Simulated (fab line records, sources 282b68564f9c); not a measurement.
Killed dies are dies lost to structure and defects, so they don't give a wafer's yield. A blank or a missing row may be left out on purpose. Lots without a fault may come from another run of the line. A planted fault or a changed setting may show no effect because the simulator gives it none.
Which tool did it? | flow rit_cmos | 7 lots, 21 wafers sampled, at 2 steps of a route of 202

WHAT THE GAUGES READ, wafer by wafer
RIT_PSD_TW_MEAS_10.
lot  | measured    | on            | PSD_TW
L969 | day 3 14:56 | film_metro-01 | 3402 3412 3437
L971 | day 4 00:06 | film_metro-04 | 3406 3424 3442
L974 | day 4 11:34 | film_metro-04 | 3444 3462 3429
L976 | day 5 00:58 | film_metro-04 | 3425 3408 3427
L979 | day 5 15:41 | film_metro-02 | 3354 3353 3381
L986 | day 7 05:40 | film_metro-04 | 3431 3417 3428
L989 | day 7 23:01 | film_metro-01 | 3416 3420 3427

WHICH TOOL RAN EACH LOT (tool, then ch and the chambers of the sampled wafers, then the start)
lot  | RIT_PSD_IMPLANT_08
L969 | implanter-01 ch 0, day 3 14:37
L971 | implanter-03 ch 0, day 3 23:47
L974 | implanter-03 ch 0, day 4 11:14
L976 | implanter-04 ch 0, day 5 00:40
L979 | implanter-03 ch 0, day 5 15:23
L986 | implanter-01 ch 0, day 7 05:20
L989 | implanter-01 ch 0, day 7 22:41
- RIT_PSD_IMPLANT_08

THE ANSWER, worked out from the rows above alone
Rule: what is usual is taken from the lots themselves. Put in order of their means at a reading, lots are off if they are a third of the lots or fewer, leave a main group of 4 or more, and stand apart from it by a gap of 3 or more times the standard deviation of the main group's means; of several such gaps the widest counts. A main group whose means are all the same, to the digits that the tables above print for the reading, isn't used. A lot without any number at a reading at which 4 lots or more have one is off too. The other lots that the step has rows for count as sound.
Off: L979, at RIT_PSD_TW_MEAS_10 (PSD_TW). The main group: mean 3425, standard deviation 9.2.
A tool fits if, at a process step before that reading, it ran every lot that is off, and no sound lot after the first of them. The gauges at RIT_PSD_TW_MEAS_10 are tried like those tools. Can't be told from this: 2 tools fit, implanter-03 at RIT_PSD_IMPLANT_08, film_metro-02 at RIT_PSD_TW_MEAS_10.

WHAT THE SIMULATOR HAD PUT IN
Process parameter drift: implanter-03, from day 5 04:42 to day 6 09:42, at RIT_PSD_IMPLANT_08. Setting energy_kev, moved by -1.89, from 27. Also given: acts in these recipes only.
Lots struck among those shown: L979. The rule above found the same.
